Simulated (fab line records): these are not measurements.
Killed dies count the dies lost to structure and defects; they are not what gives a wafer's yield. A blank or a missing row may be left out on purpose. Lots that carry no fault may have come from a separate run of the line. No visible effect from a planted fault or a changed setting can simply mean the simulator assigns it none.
fab line records	flow rit-cmos
record: lots: 14	wafers: 42	last-day: 7
route steps=202 shown ACTIVE@2 NWELL@51 NRETRO@59 GATE@96 M1@202
lots that met no fault: from a run of the same line without faults
start-h: hours from the record's opening day to when the first of the lot's shown wafers began	wait-h: hours from the lot's prior step to this one	" identical to the entry in the row above	L1.1+2: a row that stands for several wafers	- no value, or no start given	* or withheld: withheld	< > ~ a bound
route shown NAME@n: a module of which the file shows steps, and the number in the route of the first	usual: mean/standard deviation of fault-free wafers	same: alike in all rows	chamber/n: place in a boat	sites: per-site readings	_std_site: the standard deviation of these	_edge_site: mean of outer sites minus mean of inner sites	radius-mm: how far each site lies from the wafer's centre	mask NAME#n: copy n	behind: the tool/chamber that last shaped the wafer	hold: why the lot was held/for how many hours/how that ended	device: whichever transistor did not switch (one of n, p or np)	end of line: tests of these same wafers at the route's end	a step with no rows: only its recipe	killed: not the wafer's yield, but the dies lost to structure and defects at the first sort	map: dies across one wafer; x = killed, . = not, _ = none there
set.NAME: the setting the step ran with; set.NAME@STEP: the setting that earlier step ran with	model.NAME: the simulator's own value behind a step, which no gauge read
one table for each step of the route and one row for each wafer, over a sample of lots
services: a tool's chamber out of use, with start hour (start-h, from the record's first day; less than 0 if before it), hours out, and reason
== steps ==
step: RIT_ACTIVE_OXIDATION_01
recipe: temp-c: 1000	ambient: O2	target-thk-a: 468	ox-time-s: 3360
usual: spike-tc-load-C: 1029.2/2.9	tube-center-temp-C: 1000/0.086	zone-power-centre-pct: 42.6/1.8
lot.wafer	tool	chamber	start-h	wait-h	spike-tc-load-C	tube-center-temp-C	zone-power-centre-pct
L583.1	furnace-04	0	10.49	0.5	1032.2	1000	40.9
L583.3	"	0	"	"	1031.7	999.93	40.6
L583.4	"	0	"	"	1030.5	999.99	40.1
L586.1	furnace-03	0	28.97	3.9	1026.6	999.97	42.8
L586.2	"	0	"	"	1026.6	1000	44.3
L586.3	"	0	"	"	1027.0	999.83	43.5
L587.2	furnace-03	0	32.22	2.2	1026.5	999.87	43.4
L587.3	"	0	"	"	1025.8	999.84	43.7
L587.6	"	0	"	"	1027.9	1000.1	43.1
L588.2	furnace-04	0	36.01	1.0	1028.5	1000.1	41.2
L588.3	"	0	"	"	1030.6	999.98	40.7
L588.5	"	0	"	"	1031.9	1000	41.6
L589.1	furnace-01	0	41.15	1.1	1033.1	1000.1	45.2
L589.3	"	0	"	"	1031.7	1000	44.4
L589.5	"	0	"	"	1031.7	1000	46.4
L591.1	furnace-03	0	50.33	0.3	1023.8	999.94	43.6
L591.3	"	0	"	"	1025.8	999.99	43.6
L591.5	"	0	"	"	1026.1	1000.1	43.8
L592.1	furnace-04	0	57.54	2.5	1031.0	999.95	40.9
L592.4	"	0	"	"	1030.1	999.93	41.0
L592.6	"	0	"	"	1030.0	999.98	40.9
L593.2	furnace-04	0	60.79	0.7	1030.6	999.99	40.6
L593.3	"	0	"	"	1032.3	999.7	41.0
L593.4	"	0	"	"	1032.4	999.98	40.4
L594.1	furnace-04	0	67.66	2.6	1030.1	1000	41.1
L594.3	"	0	"	"	1028.7	999.91	40.3
L594.5	"	0	"	"	1031.1	1000	41.3
L595.2	furnace-04	0	71.16	1.1	1032.0	1000	41.7
L595.4	"	0	"	"	1030.8	999.99	40.7
L595.6	"	0	"	"	1032.5	999.88	40.7
L596.2	furnace-03	0	76.09	1.0	1025.3	1000.1	43.5
L596.3	"	0	"	"	1024.8	1000	43.7
L596.6	"	0	"	"	1024.4	1000.1	44.0
L601.1	furnace-03	0	100.19	0.2	1026.0	999.89	44.0
L601.2	"	0	"	"	1024.9	1000	43.5
L601.6	"	0	"	"	1025.3	999.95	43.6
L603.2	furnace-03	0	110.68	0.6	1024.5	999.95	43.2
L603.4	"	0	"	"	1024.3	999.89	43.2
L603.6	"	0	"	"	1025.7	1000	44.1
L605.1	furnace-03	0	120.12	0.1	1025.1	999.97	43.6
L605.4	"	0	"	"	1026.5	1000.1	43.9
L605.6	"	0	"	"	1026.5	1000	43.0
step: RIT_WELLDRIVE_RS_MEAS_01
recipe: thk-meas-gauge: four-point-probe
usual: NWELL_RS: 275.6/0.67
lot.wafer	tool	chamber	start-h	wait-h	NWELL_RS[ohm/sq]
L583.1	film-metro-02	-	39.23	0.0	275.7
L583.3	"	-	"	"	276.3
L583.4	"	-	"	"	276.2
L586.1	film-metro-02	-	50.08	0.0	275.3
L586.2	"	-	"	"	276.1
L586.3	"	-	"	"	276.6
L587.2	film-metro-04	-	54.33	0.0	275.9
L587.3	"	-	"	"	275.9
L587.6	"	-	"	"	275.6
L588.2	film-metro-03	-	57.36	0.0	274.5
L588.3	"	-	"	"	274.8
L588.5	"	-	"	"	275.3
L589.1	film-metro-02	-	60.71	0.0	275.3
L589.3	"	-	"	"	275.5
L589.5	"	-	"	"	274.6
L591.1	film-metro-03	-	70.96	0.0	275.7
L591.3	"	-	"	"	276.7
L591.5	"	-	"	"	276.5
L592.1	film-metro-03	-	81.19	0.0	275.2
L592.4	"	-	"	"	275.3
L592.6	"	-	"	"	275.0
L593.2	film-metro-04	-	83.13	0.0	275.2
L593.3	"	-	"	"	275.4
L593.4	"	-	"	"	275.3
L594.1	film-metro-04	-	87.27	0.0	275.3
L594.3	"	-	"	"	275.7
L594.5	"	-	"	"	275.9
L595.2	film-metro-03	-	89.54	0.0	275.3
L595.4	"	-	"	"	275.3
L595.6	"	-	"	"	275.6
L596.2	film-metro-02	-	96.31	0.0	276.2
L596.3	"	-	"	"	275.7
L596.6	"	-	"	"	276.0
L601.1	film-metro-04	-	121.09	0.0	275.4
L601.2	"	-	"	"	275.8
L601.6	"	-	"	"	275.6
L603.2	film-metro-04	-	131.08	0.0	277.4
L603.4	"	-	"	"	276.7
L603.6	"	-	"	"	276.0
L605.1	film-metro-02	-	141.71	0.0	275.8
L605.4	"	-	"	"	275.6
L605.6	"	-	"	"	275.6
step: RIT_NRETRO_OVL_MEAS_06
usual: NRETRO_OVL: 0.3/1.6
lot.wafer	tool	chamber	start-h	wait-h	NRETRO_OVL[nm]
L583.1	overlay-02	-	40.48	-	-1.3
L583.3	"	-	"	"	-1.6
L583.4	"	-	"	"	-1.0
L586.1	overlay-02	-	51.20	-	-1.3
L586.2	"	-	"	"	2.3
L586.3	"	-	"	"	0.2
L587.2	overlay-01	-	55.56	-	0.9
L587.3	"	-	"	"	2.4
L587.6	"	-	"	"	2.3
L588.2	overlay-01	-	58.59	-	0.3
L588.3	"	-	"	"	1.6
L588.5	"	-	"	"	1.5
L589.1	overlay-02	-	61.95	-	-0.4
L589.3	"	-	"	"	0.5
L589.5	"	-	"	"	0.5
L591.1	overlay-02	-	72.19	-	-0.9
L591.3	"	-	"	"	-1.6
L591.5	"	-	"	"	-0.3
L592.1	overlay-01	-	82.53	-	2.3
L592.4	"	-	"	"	1.9
L592.6	"	-	"	"	1.4
L593.2	overlay-02	-	84.36	-	0.2
L593.3	"	-	"	"	0.6
L593.4	"	-	"	"	1.4
L594.1	overlay-02	-	88.39	-	-1.0
L594.3	"	-	"	"	-2.1
L594.5	"	-	"	"	-1.9
L595.2	overlay-01	-	90.79	-	3.1
L595.4	"	-	"	"	4.4
L595.6	"	-	"	"	3.7
L596.2	overlay-02	-	97.54	-	0.5
L596.3	"	-	"	"	-0.2
L596.6	"	-	"	"	0.7
L601.1	overlay-02	-	122.31	-	-1.7
L601.2	"	-	"	"	0.7
L601.6	"	-	"	"	-0.2
L603.2	overlay-01	-	132.31	-	2.0
L603.4	"	-	"	"	1.7
L603.6	"	-	"	"	2.8
L605.1	overlay-01	-	142.95	-	-1.0
L605.4	"	-	"	"	0.8
L605.6	"	-	"	"	0.1
step: RIT_GATE_STRIP_20
recipe: chemistry: O2	time-s: 180	resist: NOVOLAK	platen-temp-c: withheld	power-w: 500	pressure-mtorr: 4000	o2-flow-sccm: 4000
usual: drypump-motor-current-A: 5.8/0.51
lot.wafer	tool	chamber	start-h	wait-h	drypump-motor-current-A	rf-hours-counter-h
L583.1	plasma-asher-02	1	47.98	0.1	5.5	40
L583.3	"	0	"	"	5.6	-
L583.4	"	1	"	"	5.5	-
L586.1	plasma-asher-03	1	60.64	0.1	6.7	43
L586.2	"	0	"	"	5.9	43
L586.3	"	0	"	"	5.9	-
L587.2	plasma-asher-03	0	64.17	0.1	5.9	44
L587.3	"	1	"	"	6.7	-
L587.6	"	1	"	"	6.7	-
L588.2	plasma-asher-01	1	67.47	0.1	5.1	38
L588.3	"	1	"	"	5.2	-
L588.5	"	1	"	"	5.2	-
L589.1	plasma-asher-03	1	72.97	0.1	6.7	45
L589.3	"	1	"	"	6.7	-
L589.5	"	1	"	"	6.7	-
L591.1	plasma-asher-02	0	80.25	0.1	5.6	44
L591.3	"	0	"	"	5.5	-
L591.5	"	1	"	"	5.5	-
L593.2	plasma-asher-03	1	92.15	0.1	6.7	47
L593.3	"	0	"	"	5.9	-
L593.4	"	1	"	"	6.6	-
L592.1	plasma-asher-01	1	92.40	0.1	5.2	41
L592.4	"	1	"	"	5.2	-
L592.6	"	1	"	"	5.2	-
L594.1	plasma-asher-03	1	95.60	0.1	6.7	47
L594.3	"	1	"	"	6.8	-
L594.5	"	0	"	"	5.9	-
L595.2	plasma-asher-02	1	102.77	0.1	5.5	46
L595.4	"	1	"	"	5.5	-
L595.6	"	1	"	"	5.5	-
L596.2	plasma-asher-01	1	105.61	0.1	5.2	42
L596.3	"	0	"	"	5.5	-
L596.6	"	1	"	"	5.1	-
L601.1	plasma-asher-03	0	133.41	0.1	5.9	2
L601.2	"	1	"	"	6.7	2
L601.6	"	1	"	"	6.7	-
L603.2	plasma-asher-01	1	140.30	0.1	5.1	47
L603.4	"	0	"	"	5.5	-
L603.6	"	0	"	"	5.5	-
L605.1	plasma-asher-02	0	152.44	0.1	5.6	52
L605.4	"	1	"	"	5.5	-
L605.6	"	1	"	"	5.5	-
step: RIT_M1_PROBE_99
usual: killed-at-contacts: 0.0/0.18	killed-at-front-end: 7/3	killed-dies: 7/3	killed-on-rim: 2/1.4	killed-open: 3.6/1.9	killed-short: 3.2/1.8
same: gross-dies: 264	killed_at_M0_to_M3: 0	killed_at_M4_up: 0	killed-at-back-side: 0	killed-at-other: 0
lot.wafer	tool	chamber	start-h	wait-h	killed-at-contacts	killed-at-front-end	killed-dies	killed-on-rim	killed-open	killed-short
L586.1	prober-01	-	80.85	0.1	0	8	8	3	5	3
L586.2	prober-01	-	80.90	0.1	0	5	5	3	4	1
L586.3	prober-01	-	80.95	0.2	0	14	14	1	8	6
L587.2	prober-02	-	85.46	0.1	0	3	3	0	3	0
L587.3	prober-02	-	85.51	0.2	0	3	3	1	2	1
L587.6	prober-02	-	85.66	0.2	0	4	4	0	3	1
L588.2	prober-01	-	90.80	0.1	0	2	2	1	1	1
L588.3	prober-01	-	90.85	0.2	0	7	7	2	4	3
L588.5	prober-01	-	90.95	0.2	0	10	10	1	6	4
L589.1	prober-02	-	92.87	0.1	0	8	8	3	4	4
L589.3	prober-02	-	92.97	0.2	0	5	5	2	4	1
L589.5	prober-02	-	93.07	0.2	0	7	7	1	5	2
L591.1	prober-02	-	103.58	0.1	0	2	2	2	2	0
L591.3	prober-02	-	103.68	0.2	0	8	8	3	4	4
L591.5	prober-02	-	103.78	0.2	0	5	5	2	2	3
L593.2	prober-01	-	112.06	0.1	0	5	5	1	1	4
L593.3	prober-01	-	112.11	0.2	0	5	5	4	4	1
L593.4	prober-01	-	112.16	0.2	0	3	3	0	0	3
L592.1	prober-02	-	114.05	0.1	0	8	8	0	4	4
L592.4	prober-02	-	114.20	0.2	0	14	14	5	5	9
L592.6	prober-02	-	114.30	0.2	1	14	15	6	9	6
L595.2	prober-02	-	122.65	0.1	0	7	7	2	4	3
L595.4	prober-02	-	122.75	0.2	0	4	4	2	2	2
L595.6	prober-02	-	122.85	0.2	0	4	4	2	1	3
L596.2	prober-01	-	127.63	0.1	0	10	10	3	6	4
L596.3	prober-01	-	127.68	0.2	0	6	6	0	5	1
L596.6	prober-01	-	127.83	0.2	1	6	7	3	6	1
L603.2	prober-02	-	161.28	0.1	0	67	67	19	2	4
L603.4	prober-02	-	161.38	0.2	1	73	74	20	2	4
L603.6	prober-02	-	161.48	0.2	0	71	71	18	4	1
L605.1	prober-02	-	172.64	0.1	0	86	86	18	0	2
L605.4	prober-02	-	172.79	0.2	0	86	86	25	4	0
L605.6	prober-02	-	172.89	0.2	0	74	74	25	1	4
killed by level:class
L586.1 FOX1:geometric-particle:open=2 FOX1:geometric-particle:short=1 GATE:geometric-particle:short=1 GATE:geometric-particle:open=1 REOX:geometric-particle:open=1 SPACER:geometric-particle:open=1 SILICIDE:geometric-particle:short=1
L586.2 GATE:geometric-particle:open=2 FOX2:geometric-particle:open=1 REOX:geometric-particle:open=1 SILICIDE:geometric-particle:short=1
L586.3 SPACER:geometric-particle:short=5 REOX:geometric-particle:open=2 SPACER:geometric-particle:open=2 SILICIDE:geometric-particle:open=2 FOX2:geometric-particle:open=1 GATE:geometric-particle:open=1 SILICIDE:geometric-particle:short=1
L587.2 FOX1:geometric-particle:open=1 GATE:geometric-particle:open=1 SILICIDE:geometric-particle:open=1
L587.3 FOX1:geometric-particle:short=1 GATE:geometric-particle:open=1 SILICIDE:geometric-particle:open=1
L587.6 FOX1:geometric-particle:open=1 GATE:geometric-particle:open=1 GATE:geometric-particle:short=1 SPACER:geometric-particle:open=1
L588.2 FOX1:geometric-particle:short=1 SILICIDE:geometric-particle:open=1
L588.3 GATE:geometric-particle:open=2 SILICIDE:geometric-particle:short=2 GATE:geometric-particle:short=1 SPACER:geometric-particle:open=1 SILICIDE:geometric-particle:open=1
L588.5 SILICIDE:geometric-particle:open=3 SILICIDE:geometric-particle:short=2 FOX1:geometric-particle:open=1 FOX2:geometric-particle:short=1 GATE:geometric-particle:short=1 GATE:geometric-particle:open=1 SPACER:geometric-particle:open=1
L589.1 FOX2:geometric-particle:short=2 FOX1:geometric-particle:open=1 FOX2:geometric-particle:open=1 GATE:geometric-particle:short=1 REOX:geometric-particle:open=1 SPACER:geometric-particle:open=1 SILICIDE:geometric-particle:short=1
L589.3 GATE:geometric-particle:open=2 FOX1:geometric-particle:short=1 FOX1:geometric-particle:open=1 REOX:geometric-particle:open=1
L589.5 SPACER:geometric-particle:open=2 GATE:geometric-particle:short=1 GATE:geometric-particle:open=1 REOX:geometric-particle:short=1 REOX:geometric-particle:open=1 SILICIDE:geometric-particle:open=1
L591.1 GATE:geometric-particle:open=1 SILICIDE:geometric-particle:open=1
L591.3 GATE:geometric-particle:open=2 SILICIDE:geometric-particle:short=2 FOX1:geometric-particle:short=1 REOX:geometric-particle:open=1 REOX:geometric-particle:short=1 SILICIDE:geometric-particle:open=1
L591.5 FOX1:geometric-particle:open=1 FOX1:geometric-particle:short=1 GATE:geometric-particle:short=1 SPACER:geometric-particle:open=1 SILICIDE:geometric-particle:short=1
L593.2 GATE:geometric-particle:short=3 FOX1:geometric-particle:short=1 REOX:geometric-particle:open=1
L593.3 GATE:geometric-particle:open=3 GATE:geometric-particle:short=1 SPACER:geometric-particle:open=1
L593.4 GATE:geometric-particle:short=3
L592.1 FOX1:geometric-particle:open=2 GATE:geometric-particle:short=2 SPACER:geometric-particle:short=2 FOX2:geometric-particle:open=1 GATE:geometric-particle:open=1
L592.4 GATE:geometric-particle:short=4 GATE:geometric-particle:open=2 SPACER:geometric-particle:short=2 FOX1:geometric-particle:open=1 FOX1:geometric-particle:short=1 FOX2:geometric-particle:short=1 REOX:geometric-particle:open=1 SILICIDE:geometric-particle:short=1
L592.6 GATE:geometric-particle:open=4 GATE:geometric-particle:short=3 FOX2:geometric-particle:open=2 REOX:geometric-particle:open=1 SPACER:geometric-particle:open=1 SPACER:geometric-particle:short=1 SILICIDE:geometric-particle:open=1 SILICIDE:geometric-particle:short=1
L595.2 GATE:geometric-particle:open=2 FOX1:geometric-particle:short=1 REOX:geometric-particle:open=1 REOX:geometric-particle:short=1 SPACER:geometric-particle:short=1 SPACER:geometric-particle:open=1
L595.4 GATE:geometric-particle:open=2 SPACER:geometric-particle:short=1 SILICIDE:geometric-particle:short=1
L595.6 REOX:geometric-particle:open=1 REOX:geometric-particle:short=1 SPACER:geometric-particle:short=1 SILICIDE:geometric-particle:short=1
L596.2 GATE:geometric-particle:open=2 REOX:geometric-particle:short=2 FOX1:geometric-particle:open=1 FOX2:geometric-particle:short=1 GATE:geometric-particle:short=1 REOX:geometric-particle:open=1 SPACER:geometric-particle:open=1 SILICIDE:geometric-particle:open=1
L596.3 REOX:geometric-particle:open=2 FOX1:geometric-particle:open=1 GATE:geometric-particle:open=1 REOX:geometric-particle:short=1 SPACER:geometric-particle:open=1
L596.6 GATE:geometric-particle:open=2 GATE:geometric-particle:short=1 REOX:geometric-particle:open=1 SPACER:geometric-particle:open=1 SILICIDE:geometric-particle:open=1 CONTACT:geometric-particle:open=1
L603.2 ACTIVE:unspecified=61 SILICIDE:geometric-particle:short=3 GATE:geometric-particle:open=1 REOX:geometric-particle:short=1 SILICIDE:geometric-particle:open=1
L603.4 ACTIVE:unspecified=68 GATE:geometric-particle:short=2 FOX1:geometric-particle:open=1 SPACER:geometric-particle:short=1 SILICIDE:geometric-particle:short=1 CONTACT:geometric-particle:open=1
L603.6 ACTIVE:unspecified=66 FOX1:geometric-particle:open=2 SPACER:geometric-particle:open=2 GATE:geometric-particle:short=1
L605.1 ACTIVE:unspecified=84 GATE:geometric-particle:short=1 SPACER:geometric-particle:short=1
L605.4 ACTIVE:unspecified=82 FOX1:geometric-particle:open=2 SPACER:geometric-particle:open=1 SILICIDE:geometric-particle:open=1
L605.6 ACTIVE:unspecified=69 GATE:geometric-particle:short=3 FOX1:geometric-particle:short=1 GATE:geometric-particle:open=1
== services ==
tool	chamber	start-h	hours	kind
furnace-04	-	-9.11	4.4	pm
furnace-01	-	14.25	3.8	pm
furnace-01	-	18.07	4.0	pm
furnace-03	-	22.35	5.1	pm
furnace-04	-	23.89	11.9	pm
plasma-asher-03	-	108.75	9.0	pm
plasma-asher-03	0	108.75	9.0	vent-cycle
plasma-asher-03	1	108.75	9.0	vent-cycle
plasma-asher-03	0	117.75	-	clean
plasma-asher-03	1	117.75	-	clean
furnace-04	-	149.93	4.1	pm
== key ==
first-sign: step: RIT_M1_PROBE_99	reading: killed-at-front-end	direction: up	sigmas: 23	usual: 7	struck: 76
effect: step: RIT_M1_PROBE_99	reading: killed-dies	direction: up	sigmas: 23	usual: 7	struck: 76
met-at RIT_ACTIVE_OXIDATION_01
struck-lots L603,L605
tester-left-out L603,L605
not-acting-at RIT_WELLDRIVE_RS_MEAS_01,RIT_NRETRO_OVL_MEAS_06,RIT_GATE_STRIP_20
onset-between 100.19 110.68
also-fits time
fault: kind: chamber-particle-source	tool: furnace-03	chamber: -	onset-h: 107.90	steps: RIT_ACTIVE_OXIDATION_01	rate-per-visit-cm2: 0.63162	end-h: 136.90
tester-left-out: of these lots the tester's yield and bins aren't shown, on N5 and GAA mostly nor the transistor test; their killed dies are dies lost to structure and defects alone, not to doping, threshold or leakage, so they don't give the yield
